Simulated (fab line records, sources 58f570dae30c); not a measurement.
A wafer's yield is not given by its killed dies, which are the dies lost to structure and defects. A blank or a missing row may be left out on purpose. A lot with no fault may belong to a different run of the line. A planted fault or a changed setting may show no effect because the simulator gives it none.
fab line records | flow berkeley-cmos170 | part 1 of 2: steps 1 to 37 of 44
record lots=7 | wafers=21 | last-day=13
route steps=331 shown PVT@118 GATE@125 FIELD@126 PLDD@145 NLDD@158 SILICIDE@210 M3@331
lots untouched by any fault: they come from a run of this same line in which no faults occurred
start-h: hours from the record's opening day to when the first of the lot's shown wafers began | wait-h: how many hours have passed since the lot's step before this one | " unchanged from the row above | L1.1+2: a single row standing in for several wafers | - either no value or no given start | * or withheld: withheld | < > ~ a bound
route shown NAME@n: names a module that has steps shown in the file, with the first one's number in the route | usual: mean/standard deviation of fault-free wafers | same: alike in all rows | chamber/n: place in a boat | sites: per-site readings | _std_site: the standard deviation of these | _edge_site: outer sites' mean less inner sites' | radius-mm: how far each site lies from the wafer's centre | mask NAME#n: copy n | behind: tool/chamber where the wafer was last shaped | hold: why the lot went on hold/how many hours it stayed there/how the hold came to an end | device: which transistor (n, p or np) failed to switch | end of line: tests run on the same wafers once the route is complete | step lacking rows: just its recipe | killed: at the first sort, the dies lost to defects and structure; wafer yield is something else | map: per-die view of a wafer (x killed, . not killed, _ where there is no die)
set.NAME: the setting as run; set.NAME@STEP: as run at that earlier step | model.NAME: the simulator's own value behind a step, which no gauge read
a table for each step, a row for each wafer; lots at some steps of the route
services: when a tool's chamber went out of use (start-h, in hours from the record's first day, below 0 if earlier), for how many hours, and the reason
## steps
# step UCB170_PVT_EXPOSE_03
# recipe mask-id=NWELL | target-cd-nm=3000 | na=0.5 | sigma-outer=0.6 | source-shape=conventional | dose-mj=30
# step UCB170_PVT_PEB_04
# recipe peb-temp-c=130 | peb-time-s=withheld | resist=KrF
# step UCB170_PVT_DEVELOP_05
# recipe developer=TMAH | develop-time-s=45 | resist=KrF | dev-temp-c=21
# step UCB170_PVT_OVL_MEAS_06
# usual PVT_OVL=1/5.7
lot.wafer | tool       | chamber | start-h | wait-h | PVT_OVL[nm]
L738.2    | overlay-02 | -       | 144.16  | -      | 5
L738.3    | "          | -       | "       | "      | 1
L738.5    | "          | -       | "       | "      | -4
L746.2    | overlay-02 | -       | 168.22  | -      | 13
L746.5    | "          | -       | "       | "      | 0
L746.6    | "          | -       | "       | "      | 7
L744.1    | overlay-02 | -       | 168.49  | -      | -7
L744.4    | "          | -       | "       | "      | 5
L744.5    | "          | -       | "       | "      | -9
L745.2    | overlay-02 | -       | 168.67  | -      | 2
L745.3    | "          | -       | "       | "      | 0
L745.5    | "          | -       | "       | "      | 2
L754.1    | overlay-01 | -       | 213.75  | -      | 8
L754.3    | "          | -       | "       | "      | 0
L754.6    | "          | -       | "       | "      | -3
L755.2    | overlay-01 | -       | 228.10  | -      | -9
L755.4    | "          | -       | "       | "      | -10
L755.6    | "          | -       | "       | "      | -5
L760.2    | overlay-02 | -       | 237.55  | -      | 1
L760.5    | "          | -       | "       | "      | -5
L760.6    | "          | -       | "       | "      | 2
# step UCB170_PVT_IMPLANT_07
# recipe species=P | dose-cm2=2e+12 | energy-kev=30 | tilt-deg=7
# step UCB170_PVT_STRIP_08
# recipe chemistry=O2 | power-w=400 | pressure-mtorr=3500 | platen-temp-c=withheld | o2-flow-sccm=400 | overash-fraction=0.5
# usual drypump-motor-current-A=5.5/0.44 | oes-product-au=0.735/0.0043 | strip-time-to-endpoint-s=21.57/0.052
# same overash-fraction=0.5
lot.wafer | tool            | chamber | start-h | wait-h | drypump-motor-current-A | oes-product-au | rf-hours-counter-h | strip-time-to-endpoint-s
L738.2    | plasma-asher-02 | 1       | 144.34  | 0.1    | 5.1                     | 0.732          | 32                 | 21.55
L738.3    | "               | 0       | "       | "      | 6.2                     | 0.734          | -                  | 21.60
L738.5    | "               | 1       | "       | "      | 5.1                     | 0.731          | -                  | 21.56
L746.2    | plasma-asher-04 | 1       | 168.40  | 0.1    | 5.0                     | 0.742          | 45                 | 21.50
L746.5    | "               | 1       | "       | "      | 5.0                     | 0.740          | -                  | 21.49
L746.6    | "               | 0       | "       | "      | 5.4                     | 0.741          | -                  | 21.48
L744.1    | plasma-asher-02 | 1       | 168.68  | 0.1    | 5.1                     | 0.737          | 35                 | 21.63
L744.4    | "               | 0       | "       | "      | 6.2                     | 0.733          | -                  | 21.64
L744.5    | "               | 1       | "       | "      | 5.1                     | 0.737          | -                  | 21.63
L745.2    | plasma-asher-03 | 1       | 168.85  | 0.1    | 5.8                     | 0.737          | 5                  | 21.50
L745.3    | "               | 0       | "       | "      | 5.6                     | 0.732          | -                  | 21.47
L745.5    | "               | 1       | "       | "      | 5.8                     | 0.734          | -                  | 21.53
L754.1    | plasma-asher-04 | 1       | 213.94  | 0.1    | 5.0                     | 0.731          | 50                 | 21.58
L754.3    | "               | 1       | "       | "      | 5.0                     | 0.734          | -                  | 21.53
L754.6    | "               | 1       | "       | "      | 5.0                     | 0.738          | -                  | 21.51
L755.2    | plasma-asher-03 | 1       | 228.28  | 0.1    | 5.8                     | 0.736          | 13                 | 21.54
L755.4    | "               | 0       | "       | "      | 5.6                     | 0.738          | -                  | 21.57
L755.6    | "               | 0       | "       | "      | 5.6                     | 0.735          | -                  | 21.58
L760.2    | plasma-asher-03 | 1       | 237.73  | 0.1    | 5.8                     | 0.733          | 14                 | 21.62
L760.5    | "               | 1       | "       | "      | 5.8                     | 0.732          | -                  | 21.57
L760.6    | "               | 0       | "       | "      | 5.6                     | 0.736          | -                  | 21.55
# step UCB170_PVT_TW_MEAS_09
# usual PVT_TW=512/3.7
lot.wafer | tool          | chamber | start-h | wait-h | PVT_TW
L738.2    | film-metro-03 | -       | 144.45  | 0.1    | 511
L738.3    | "             | -       | "       | "      | 510
L738.5    | "             | -       | "       | "      | 507
L746.2    | film-metro-03 | -       | 168.51  | 0.1    | 513
L746.5    | "             | -       | "       | "      | 512
L746.6    | "             | -       | "       | "      | 513
L744.1    | film-metro-01 | -       | 168.78  | 0.1    | 515
L744.4    | "             | -       | "       | "      | 514
L744.5    | "             | -       | "       | "      | 514
L745.2    | film-metro-01 | -       | 168.96  | 0.1    | 512
L745.3    | "             | -       | "       | "      | 513
L745.5    | "             | -       | "       | "      | 514
L754.1    | film-metro-01 | -       | 214.04  | 0.1    | 517
L754.3    | "             | -       | "       | "      | 517
L754.6    | "             | -       | "       | "      | 516
L755.2    | film-metro-03 | -       | 228.39  | 0.1    | 510
L755.4    | "             | -       | "       | "      | 508
L755.6    | "             | -       | "       | "      | 510
L760.2    | film-metro-03 | -       | 237.84  | 0.1    | 511
L760.5    | "             | -       | "       | "      | 512
L760.6    | "             | -       | "       | "      | 511
# step UCB170_GATE_WET_ETCH_00
# recipe chemistry=dHF | dilution=25:1 | target=SiO2 | temp-c=25 | time-s=200
# step UCB170_FIELD_THK_MEAS_91
# recipe reads=SiO2_of_FIELD_OXIDATION_01
# usual FIELD_OXIDE_LEFT_2_THK=383/11
lot.wafer | tool          | chamber | start-h | wait-h | FIELD_OXIDE_LEFT_2_THK[nm]
L738.2    | film-metro-01 | -       | 144.58  | 0.0    | 376
L738.3    | "             | -       | "       | "      | 388
L738.5    | "             | -       | "       | "      | 378
L746.2    | film-metro-03 | -       | 168.64  | 0.0    | 386
L746.5    | "             | -       | "       | "      | 395
L746.6    | "             | -       | "       | "      | 378
L744.1    | film-metro-02 | -       | 168.90  | 0.0    | 381
L744.4    | "             | -       | "       | "      | 375
L744.5    | "             | -       | "       | "      | 378
L745.2    | film-metro-01 | -       | 169.09  | 0.0    | 392
L745.3    | "             | -       | "       | "      | 384
L745.5    | "             | -       | "       | "      | 391
L754.1    | film-metro-03 | -       | 214.17  | 0.0    | 376
L754.3    | "             | -       | "       | "      | 391
L754.6    | "             | -       | "       | "      | 370
L755.2    | film-metro-02 | -       | 228.51  | 0.0    | 387
L755.4    | "             | -       | "       | "      | 392
L755.6    | "             | -       | "       | "      | 393
L760.2    | film-metro-03 | -       | 243.76  | 0.1    | 379
L760.5    | "             | -       | "       | "      | 390
L760.6    | "             | -       | "       | "      | 383
# step UCB170_GATE_OXIDATION_01
# recipe temp-c=850 | ambient=O2 | target-thk-a=66 | ox-time-s=1800
# step UCB170_GATE_THK_MEAS_02
# recipe reads=SiO2_of_GATE_OXIDATION_01
# usual GATE_OXIDE_THK=6.70/0.16
lot.wafer | tool          | chamber | start-h | wait-h | GATE_OXIDE_THK[nm]
L738.2    | film-metro-01 | -       | 151.52  | 0.0    | 6.68
L738.3    | "             | -       | "       | "      | 6.58
L738.5    | "             | -       | "       | "      | 6.64
L744.1    | film-metro-01 | -       | 174.67  | 0.0    | 6.75
L744.4    | "             | -       | "       | "      | 6.90
L744.5    | "             | -       | "       | "      | 6.79
L745.2    | film-metro-02 | -       | 174.68  | 0.0    | 6.75
L745.3    | "             | -       | "       | "      | 6.82
L745.5    | "             | -       | "       | "      | 6.70
L746.2    | film-metro-04 | -       | 174.68  | 0.0    | 6.72
L746.5    | "             | -       | "       | "      | 6.71
L746.6    | "             | -       | "       | "      | 6.74
L754.1    | film-metro-04 | -       | 221.53  | 0.0    | 6.33
L754.3    | "             | -       | "       | "      | 6.28
L754.6    | "             | -       | "       | "      | 6.35
L755.2    | film-metro-01 | -       | 231.57  | 0.0    | 6.56
L755.4    | "             | -       | "       | "      | 6.48
L755.6    | "             | -       | "       | "      | 6.53
L760.2    | film-metro-04 | -       | 249.69  | 0.0    | 6.73
L760.5    | "             | -       | "       | "      | 6.78
L760.6    | "             | -       | "       | "      | 6.62
# step UCB170_GATE_ANNEAL_03
# recipe temp-c=900 | time-s=1800 | ambient=N2
# step UCB170_GATE_CVD_04
# recipe material=poly-Si | temp-c=610 | precursor=SiH4 | time-s=1440 | pressure-mtorr=375 | target-thk-nm=214 | sih4-flow-sccm=120
# usual pressure-mtorr=374.7/0.7 | zone-power-source-pct=12.3/1.9
lot.wafer | tool     | chamber | start-h | wait-h | pressure-mtorr | zone-power-source-pct | model.poly-Si_of_GATE_CVD_04.thk-nm
L738.2    | lpcvd-01 | 1       | 156.86  | 0.0    | 373.4          | 14.0                  | 216.3
L738.3    | "        | 1       | "       | "      | 373.9          | 14.4                  | 215.8
L738.5    | "        | 1       | "       | "      | 374.4          | 14.3                  | 216.5
L744.1    | lpcvd-01 | 1       | 178.83  | 0.0    | 450.5          | 14.2                  | 233.3
L744.4    | "        | 1       | "       | "      | 449.6          | 14.1                  | 233.9
L744.5    | "        | 1       | "       | "      | 449.5          | 14.2                  | 233.1
L745.2    | lpcvd-01 | 0       | 178.83  | 0.0    | 448.2          | 10.2                  | 235
L745.3    | "        | 0       | "       | "      | 448.2          | 10.1                  | 232.9
L745.5    | "        | 0       | "       | "      | 449.5          | 10.1                  | 233.6
L746.2    | lpcvd-01 | 1       | 178.83  | 0.0    | 448.2          | 14.3                  | 233
L746.5    | "        | 1       | "       | "      | 448.9          | 14.2                  | 235
L746.6    | "        | 1       | "       | "      | 449.1          | 14.0                  | 234
L754.1    | lpcvd-02 | 0       | 226.95  | 0.0    | 374.5          | 10.9                  | 217.6
L754.3    | "        | 0       | "       | "      | 374.4          | 11.1                  | 217.6
L754.6    | "        | 0       | "       | "      | 375.1          | 10.9                  | 218
L755.2    | lpcvd-02 | 0       | 234.39  | 0.0    | 373.8          | 10.7                  | 215.2
L755.4    | "        | 0       | "       | "      | 374.3          | 10.9                  | 214.8
L755.6    | "        | 0       | "       | "      | 374.9          | 11.0                  | 215.2
L760.2    | lpcvd-01 | 0       | 255.55  | 0.0    | 375.8          | 10.3                  | 215.9
L760.5    | "        | 0       | "       | "      | 375.3          | 10.1                  | 214.9
L760.6    | "        | 0       | "       | "      | 375.9          | 10.1                  | 216.3
# step UCB170_GATE_THK_MEAS_05
# recipe reads=poly-Si_of_GATE_CVD_04
# usual GATE_POLY_THK=214.1/1.6
lot.wafer | tool          | chamber | start-h | wait-h | GATE_POLY_THK[nm]
L738.2    | film-metro-02 | -       | 158.27  | 0.0    | 216.4
L738.3    | "             | -       | "       | "      | 215.9
L738.5    | "             | -       | "       | "      | 216.5
L746.2    | film-metro-04 | -       | 180.24  | 0.0    | 233.2
L746.5    | "             | -       | "       | "      | 234.9
L746.6    | "             | -       | "       | "      | 234.0
L744.1    | film-metro-04 | -       | 180.29  | 0.1    | 233.4
L744.4    | "             | -       | "       | "      | 234.0
L744.5    | "             | -       | "       | "      | 233.0
L745.2    | film-metro-02 | -       | 180.30  | 0.1    | 235.0
L745.3    | "             | -       | "       | "      | 232.9
L745.5    | "             | -       | "       | "      | 233.7
L754.1    | film-metro-04 | -       | 228.35  | 0.0    | 217.6
L754.3    | "             | -       | "       | "      | 217.6
L754.6    | "             | -       | "       | "      | 218.1
L755.2    | film-metro-04 | -       | 235.80  | 0.0    | 215.2
L755.4    | "             | -       | "       | "      | 214.8
L755.6    | "             | -       | "       | "      | 215.4
L760.2    | film-metro-02 | -       | 256.96  | 0.0    | 216.0
L760.5    | "             | -       | "       | "      | 214.9
L760.6    | "             | -       | "       | "      | 216.3
# step UCB170_GATE_COAT_06
# recipe resist=BARC | temp-c=withheld | time-s=withheld | spin-rpm=3000 | resist-thk-nm=withheld
# step UCB170_GATE_COAT_07
# recipe resist=KrF | spin-rpm=1500 | resist-thk-nm=900
# step UCB170_GATE_SOFTBAKE_08
# recipe resist=KrF | temp-c=130 | time-s=60
# step UCB170_GATE_EXPOSE_09
# recipe mask-id=POLY | target-cd-nm=350 | na=0.5 | sigma-outer=0.6 | source-shape=conventional | dose-mj=21
# step UCB170_GATE_PEB_10
# recipe peb-temp-c=130 | peb-time-s=withheld | resist=KrF
# step UCB170_GATE_DEVELOP_11
# recipe developer=TMAH | develop-time-s=45 | resist=KrF | dev-temp-c=21
# step UCB170_GATE_CD_MEAS_12
# recipe target-cd-nm=350
# usual cd-nm=350.2/1.3
lot.wafer | tool      | chamber | start-h | wait-h | cd-nm
L738.2    | cd-sem-02 | -       | 159.31  | -      | 349.8
L738.3    | "         | -       | "       | "      | 350.0
L738.5    | "         | -       | "       | "      | 350.7
L746.2    | cd-sem-02 | -       | 181.40  | -      | 350.6
L746.5    | "         | -       | "       | "      | 350.8
L746.6    | "         | -       | "       | "      | 350.8
L745.2    | cd-sem-02 | -       | 181.64  | -      | 350.7
L745.3    | "         | -       | "       | "      | 350.7
L745.5    | "         | -       | "       | "      | 352.8
L744.1    | cd-sem-02 | -       | 181.74  | -      | 350.8
L744.4    | "         | -       | "       | "      | 352.9
L744.5    | "         | -       | "       | "      | 353.3
L754.1    | cd-sem-01 | -       | 229.25  | -      | 348.2
L754.3    | "         | -       | "       | "      | 349.3
L754.6    | "         | -       | "       | "      | 349.0
L755.2    | cd-sem-02 | -       | 237.33  | -      | 349.0
L755.4    | "         | -       | "       | "      | 350.0
L755.6    | "         | -       | "       | "      | 349.3
L760.2    | cd-sem-01 | -       | 258.81  | -      | 350.4
L760.5    | "         | -       | "       | "      | 349.8
L760.6    | "         | -       | "       | "      | 348.9
# step UCB170_GATE_OVL_MEAS_13
# usual GATE_OVL=-2/5.1
lot.wafer | tool       | chamber | start-h | wait-h | GATE_OVL[nm]
L738.2    | overlay-02 | -       | 159.41  | 0.1    | -3
L738.3    | "          | -       | "       | "      | 3
L738.5    | "          | -       | "       | "      | 4
L746.2    | overlay-02 | -       | 181.51  | 0.1    | 2
L746.5    | "          | -       | "       | "      | -5
L746.6    | "          | -       | "       | "      | 2
L745.2    | overlay-02 | -       | 181.75  | 0.1    | -1
L745.3    | "          | -       | "       | "      | 1
L745.5    | "          | -       | "       | "      | -1
L744.1    | overlay-02 | -       | 181.86  | 0.1    | -7
L744.4    | "          | -       | "       | "      | -4
L744.5    | "          | -       | "       | "      | -6
L754.1    | overlay-01 | -       | 229.37  | 0.1    | 3
L754.3    | "          | -       | "       | "      | -1
L754.6    | "          | -       | "       | "      | -7
L755.2    | overlay-02 | -       | 237.43  | 0.1    | -5
L755.4    | "          | -       | "       | "      | -5
L755.6    | "          | -       | "       | "      | -3
L760.2    | overlay-01 | -       | 258.91  | 0.1    | 6
L760.5    | "          | -       | "       | "      | -3
L760.6    | "          | -       | "       | "      | 2
# step UCB170_GATE_ETCH_14
# recipe chemistry=N2/H2 | target-depth-a=withheld | overetch-a=withheld | target=BARC | time-s=withheld | source-w=500 | bias-w=100 | pressure-mtorr=30 | n2-flow-sccm=100 | h2-flow-sccm=200
# usual drypump-motor-current-A=5.6/0.55 | oes-product-au=0.999/0.02 | throttle-valve-pct=13.35/0.14
lot.wafer | tool        | chamber | start-h | wait-h | drypump-motor-current-A | oes-product-au | throttle-valve-pct
L738.2    | rie-diel-01 | 3       | 159.44  | 0.0    | 4.9                     | 1.013          | 13.03
L738.3    | "           | 1       | "       | "      | 4.6                     | 1.034          | 13.44
L738.5    | "           | 2       | "       | "      | 6.1                     | 1.010          | 13.40
L746.2    | rie-diel-04 | 3       | 181.54  | 0.0    | 6.2                     | 1.020          | 13.49
L746.5    | "           | 2       | "       | "      | 6.0                     | 1.034          | 13.44
L746.6    | "           | 1       | "       | "      | 5.9                     | 1.004          | 13.28
L745.2    | rie-diel-02 | 2       | 181.78  | 0.0    | 6.2                     | 1.018          | 13.46
L745.3    | "           | 1       | "       | "      | 5.0                     | 0.971          | 13.54
L745.5    | "           | 2       | "       | "      | 6.2                     | 1.026          | 13.46
L744.1    | rie-diel-01 | 0       | 181.90  | 0.0    | 5.6                     | 0.966          | 13.07
L744.4    | "           | 3       | "       | "      | 4.9                     | 1.008          | 13.02
L744.5    | "           | 1       | "       | "      | 4.6                     | 1.022          | 13.45
L754.1    | rie-diel-02 | 0       | 229.40  | 0.0    | 5.8                     | 0.982          | 13.34
L754.3    | "           | 3       | "       | "      | 4.9                     | 0.989          | 13.27
L754.6    | "           | 0       | "       | "      | 5.8                     | 0.979          | 13.34
L755.2    | rie-diel-02 | 1       | 237.46  | 0.0    | 5.0                     | 0.999          | 13.54
L755.4    | "           | 3       | "       | "      | 4.9                     | 0.978          | 13.28
L755.6    | "           | 0       | "       | "      | 5.8                     | 0.985          | 13.33
L760.2    | rie-diel-02 | 0       | 258.94  | 0.0    | 5.8                     | 0.999          | 13.34
L760.5    | "           | 0       | "       | "      | 5.8                     | 1.003          | 13.33
L760.6    | "           | 1       | "       | "      | 5.0                     | 1.006          | 13.56
# step UCB170_GATE_ETCH_15
# recipe chemistry=HBr/Cl2 | target=poly-Si | stop-on=SiO2 | over-etch-frac=0.3 | icp-w=300 | bias-w=150 | time-s=56.3 | pressure-mtorr=15 | HBr_flow_sccm=150 | Cl2_flow_sccm=50 | target-depth-a=2782
# usual drypump-motor-current-A=5.9/0.39 | oes-product-au=0.825/0.016 | throttle-valve-pct=26.49/0.3
lot.wafer | tool      | chamber | start-h | wait-h | drypump-motor-current-A | oes-product-au | rf-hours-counter-h | throttle-valve-pct | model.etch.depth-nm | model.GATE.feature-depth-nm
L738.2    | rie-si-01 | 3       | 159.48  | -      | 6.4                     | 0.844          | 0                  | 26.82              | 216.3               | 216.3
L738.3    | "         | 2       | "       | "      | 5.4                     | 0.815          | 16                 | 26.52              | 215.8               | 215.8
L738.5    | "         | 2       | "       | "      | 5.4                     | 0.807          | -                  | 26.51              | 216.5               | 216.5
L746.2    | rie-si-02 | 1       | 181.58  | -      | 5.9                     | 0.886          | 27                 | 26.86              | 233                 | 233
L746.5    | "         | 3       | "       | "      | 5.3                     | 0.871          | -                  | 26.70              | 235                 | 235.1
L746.6    | "         | 0       | "       | "      | 6.2                     | 0.894          | -                  | 26.60              | 234                 | 234
L745.2    | rie-si-01 | 0       | 181.82  | -      | 6.3                     | 0.866          | 4                  | 26.01              | 235                 | 235
L745.3    | "         | 2       | "       | "      | 5.4                     | 0.855          | 16                 | 26.52              | 232.9               | 232.9
L745.5    | "         | 1       | "       | "      | 6.0                     | 0.903          | -                  | 26.09              | 233.6               | 233.6
L744.1    | rie-si-02 | 0       | 181.94  | -      | 6.2                     | 0.888          | 87                 | 26.62              | 233.3               | 233.3
L744.4    | "         | 1       | "       | "      | 5.9                     | 0.892          | 27                 | 26.85              | 233.9               | 233.9
L744.5    | "         | 0       | "       | "      | 6.2                     | 0.889          | -                  | 26.59              | 233.1               | 233.1
L754.1    | rie-si-01 | 2       | 229.45  | -      | 5.4                     | 0.813          | 16                 | 26.52              | 217.6               | 217.6
L754.3    | "         | 3       | "       | "      | 6.4                     | 0.848          | 1                  | 26.82              | 217.6               | 217.6
L754.6    | "         | 3       | "       | "      | 6.4                     | 0.851          | -                  | 26.81              | 218                 | 218
L755.2    | rie-si-01 | 2       | 237.51  | -      | 5.4                     | 0.806          | 16                 | 26.52              | 215.2               | 215.2
L755.4    | "         | 3       | "       | "      | 6.4                     | 0.836          | -                  | 26.82              | 214.8               | 214.8
L755.6    | "         | 0       | "       | "      | 6.3                     | 0.815          | -                  | 26.01              | 215.2               | 215.2
L760.2    | rie-si-02 | 0       | 258.98  | -      | 6.2                     | 0.844          | 87                 | 26.62              | 215.9               | 215.9
L760.5    | "         | 3       | "       | "      | 5.3                     | 0.824          | -                  | 26.71              | 214.9               | 214.9
L760.6    | "         | 0       | "       | "      | 6.2                     | 0.853          | -                  | 26.60              | 216.3               | 216.3
# step UCB170_GATE_STRIP_16
# recipe chemistry=O2 | power-w=400 | pressure-mtorr=3500 | platen-temp-c=withheld | o2-flow-sccm=400 | overash-fraction=0.5
# usual drypump-motor-current-A=5.5/0.47 | oes-product-au=0.723/0.0047
# same overash-fraction=0.5
lot.wafer | tool            | chamber | start-h | wait-h | drypump-motor-current-A | oes-product-au | rf-hours-counter-h
L738.2    | plasma-asher-04 | 1       | 159.53  | 0.0    | 5.0                     | 0.722          | 44
L738.3    | "               | 1       | "       | "      | 5.0                     | 0.721          | -
L738.5    | "               | 0       | "       | "      | 5.4                     | 0.720          | -
L746.2    | plasma-asher-02 | 1       | 181.63  | 0.0    | 5.1                     | 0.725          | 36
L746.5    | "               | 0       | "       | "      | 6.2                     | 0.728          | -
L746.6    | "               | 1       | "       | "      | 5.1                     | 0.720          | -
L745.2    | plasma-asher-01 | 1       | 181.87  | 0.0    | 5.6                     | 0.724          | 46
L745.3    | "               | 1       | "       | "      | 5.6                     | 0.727          | -
L745.5    | "               | 1       | "       | "      | 5.6                     | 0.725          | -
L744.1    | plasma-asher-02 | 1       | 181.99  | 0.0    | 5.1                     | 0.723          | 37
L744.4    | "               | 0       | "       | "      | 6.2                     | 0.720          | -
L744.5    | "               | 1       | "       | "      | 5.1                     | 0.714          | -
L754.1    | plasma-asher-04 | 0       | 229.49  | 0.0    | 5.4                     | 0.721          | 52
L754.3    | "               | 1       | "       | "      | 5.0                     | 0.726          | -
L754.6    | "               | 0       | "       | "      | 5.4                     | 0.719          | -
L755.2    | plasma-asher-01 | 1       | 237.55  | 0.0    | 5.6                     | 0.737          | 53
L755.4    | "               | 1       | "       | "      | 5.6                     | 0.719          | -
L755.6    | "               | 1       | "       | "      | 5.6                     | 0.723          | -
L760.2    | plasma-asher-02 | 1       | 259.03  | 0.0    | 5.1                     | 0.723          | 45
L760.5    | "               | 1       | "       | "      | 5.1                     | 0.724          | -
L760.6    | "               | 0       | "       | "      | 6.3                     | 0.725          | -
# step UCB170_GATE_CD_MEAS_90
# recipe target-cd-nm=350
# usual cd-nm=349.9/1.2
lot.wafer | tool      | chamber | start-h | wait-h | cd-nm
L738.2    | cd-sem-02 | -       | 159.65  | 0.1    | 349.3
L738.3    | "         | -       | "       | "      | 350.1
L738.5    | "         | -       | "       | "      | 351.2
L746.2    | cd-sem-02 | -       | 181.88  | 0.2    | 350.4
L746.5    | "         | -       | "       | "      | 351.3
L746.6    | "         | -       | "       | "      | 350.7
L745.2    | cd-sem-02 | -       | 182.12  | 0.2    | 350.0
L745.3    | "         | -       | "       | "      | 350.0
L745.5    | "         | -       | "       | "      | 352.1
L744.1    | cd-sem-02 | -       | 182.22  | 0.2    | 350.3
L744.4    | "         | -       | "       | "      | 350.9
L744.5    | "         | -       | "       | "      | 351.9
L754.1    | cd-sem-01 | -       | 229.59  | 0.1    | 349.0
L754.3    | "         | -       | "       | "      | 349.0
L754.6    | "         | -       | "       | "      | 348.8
L755.2    | cd-sem-02 | -       | 237.67  | 0.1    | 349.4
L755.4    | "         | -       | "       | "      | 349.3
L755.6    | "         | -       | "       | "      | 349.3
L760.2    | cd-sem-01 | -       | 259.15  | 0.1    | 350.6
L760.5    | "         | -       | "       | "      | 349.4
L760.6    | "         | -       | "       | "      | 349.6
# step UCB170_GATE_CLEAN_17
# recipe chemistry=SPM | temp-c=120 | time-s=600
# step UCB170_PLDD_HMDS_00
# recipe prime-time-s=60 | prime-temp-c=100
# step UCB170_PLDD_COAT_01
# recipe resist=KrF | spin-rpm=1500 | resist-thk-nm=900
# step UCB170_PLDD_SOFTBAKE_02
# recipe resist=KrF | temp-c=130 | time-s=60
# step UCB170_PLDD_EXPOSE_03
# recipe mask-id=PSELECT | na=0.5 | sigma-outer=0.6 | source-shape=conventional | target-cd-nm=1200 | dose-mj=30
# step UCB170_PLDD_PEB_04
# recipe peb-temp-c=130 | peb-time-s=withheld | resist=KrF
# step UCB170_PLDD_DEVELOP_05
# recipe developer=TMAH | develop-time-s=45 | resist=KrF | dev-temp-c=21
# step UCB170_PLDD_CD_MEAS_06
# recipe target-cd-nm=1200
# usual cd-nm=1199.8/1.3
lot.wafer | tool      | chamber | start-h | wait-h | cd-nm
L738.2    | cd-sem-02 | -       | 162.48  | -      | 1201.5
L738.3    | "         | -       | "       | "      | 1201.0
L738.5    | "         | -       | "       | "      | 1201.5
L746.2    | cd-sem-02 | -       | 183.27  | -      | 1200.9
L746.5    | "         | -       | "       | "      | 1199.7
L746.6    | "         | -       | "       | "      | 1200.4
L745.2    | cd-sem-02 | -       | 184.45  | -      | 1201.9
L745.3    | "         | -       | "       | "      | 1202.4
L745.5    | "         | -       | "       | "      | 1201.5
L744.1    | cd-sem-02 | -       | 184.55  | -      | 1198.6
L744.4    | "         | -       | "       | "      | 1198.8
L744.5    | "         | -       | "       | "      | 1198.3
L754.1    | cd-sem-01 | -       | 230.73  | -      | 1201.5
L754.3    | "         | -       | "       | "      | 1198.4
L754.6    | "         | -       | "       | "      | 1200.3
L755.2    | cd-sem-02 | -       | 244.87  | -      | 1199.7
L755.4    | "         | -       | "       | "      | 1199.8
L755.6    | "         | -       | "       | "      | 1200.5
L760.2    | cd-sem-01 | -       | 265.09  | -      | 1199.7
L760.5    | "         | -       | "       | "      | 1197.8
L760.6    | "         | -       | "       | "      | 1199.3
# step UCB170_PLDD_OVL_MEAS_07
# usual PLDD_OVL=-4/4.6
lot.wafer | tool       | chamber | start-h | wait-h | PLDD_OVL[nm]
L738.2    | overlay-02 | -       | 162.59  | 0.1    | -4
L738.3    | "          | -       | "       | "      | 1
L738.5    | "          | -       | "       | "      | -4
L746.2    | overlay-02 | -       | 183.38  | 0.1    | 0
L746.5    | "          | -       | "       | "      | -5
L746.6    | "          | -       | "       | "      | -1
L745.2    | overlay-02 | -       | 184.55  | 0.1    | -9
L745.3    | "          | -       | "       | "      | -1
L745.5    | "          | -       | "       | "      | -3
L744.1    | overlay-02 | -       | 184.67  | 0.1    | -7
L744.4    | "          | -       | "       | "      | -5
L744.5    | "          | -       | "       | "      | -12
L754.1    | overlay-01 | -       | 230.85  | 0.1    | -7
L754.3    | "          | -       | "       | "      | -9
L754.6    | "          | -       | "       | "      | -2
L755.2    | overlay-01 | -       | 244.98  | 0.1    | -5
L755.4    | "          | -       | "       | "      | 3
L755.6    | "          | -       | "       | "      | 1
L760.2    | overlay-01 | -       | 265.19  | 0.1    | -7
L760.5    | "          | -       | "       | "      | -7
L760.6    | "          | -       | "       | "      | -9
# step UCB170_PLDD_IMPLANT_08
# recipe species=BF2 | dose-cm2=5e+13 | energy-kev=10 | tilt-deg=7 | rotation-deg=0
# step UCB170_PLDD_IMPLANT_09
# recipe species=BF2 | dose-cm2=5e+13 | energy-kev=10 | tilt-deg=7 | rotation-deg=180
## key
first-sign step=UCB170_GATE_CVD_04 | reading=pressure-mtorr | direction=up | sigmas=99+ | usual=374.7 | struck=449.1
effect step=UCB170_GATE_THK_MEAS_05 | reading=GATE_POLY_THK | direction=up | sigmas=12 | usual=214.1 | struck=233.8
effect step=UCB170_GATE_ETCH_15 | reading=oes-product-au | direction=up | sigmas=3.5 | usual=0.825 | struck=0.883
model-effect step=UCB170_GATE_CVD_04 | value=poly-Si_of_GATE_CVD_04.thk-nm | without=213.3 | struck=233.8
model-effect step=UCB170_GATE_ETCH_15 | value=etch.depth-nm | without=213.3 | struck=233.8
model-effect step=UCB170_SILICIDE_PRE_CLEAN_00 | value=poly-Si_of_GATE_CVD_04.thk-nm | without=206.5 | struck=227
model-effect step=UCB170_M3_PROBE_99 | value=etest.pldd.rs-ohm-sq | without=1125 | struck=1143
met-at UCB170_GATE_CVD_04
struck-wafers L744.1,L744.4,L744.5,L745.2,L745.3,L745.5,L746.2,L746.5,L746.6
sort-left-out L744.1,L744.4,L744.5
tester-left-out L744,L745,L746
onset-between 156.86 178.83
fault kind=process-parameter-drift | tool=lpcvd-01 | chamber=- | onset-h=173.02 | steps=UCB170_GATE_CVD_04 | channel=pressure-mtorr | offset=75 | shape=step | end-h=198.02 | acts-in=these-recipes-only | stated=375
# tester-left-out: of these lots the tester's yield and bins aren't shown, on N5 and GAA mostly nor the transistor test; their killed dies are dies lost to structure and defects alone, not to doping, threshold or leakage, so they don't give the yield
# sort-left-out: the simulated sort isn't trusted on such a fault, so these wafers' sort isn't shown, and their yield isn't known
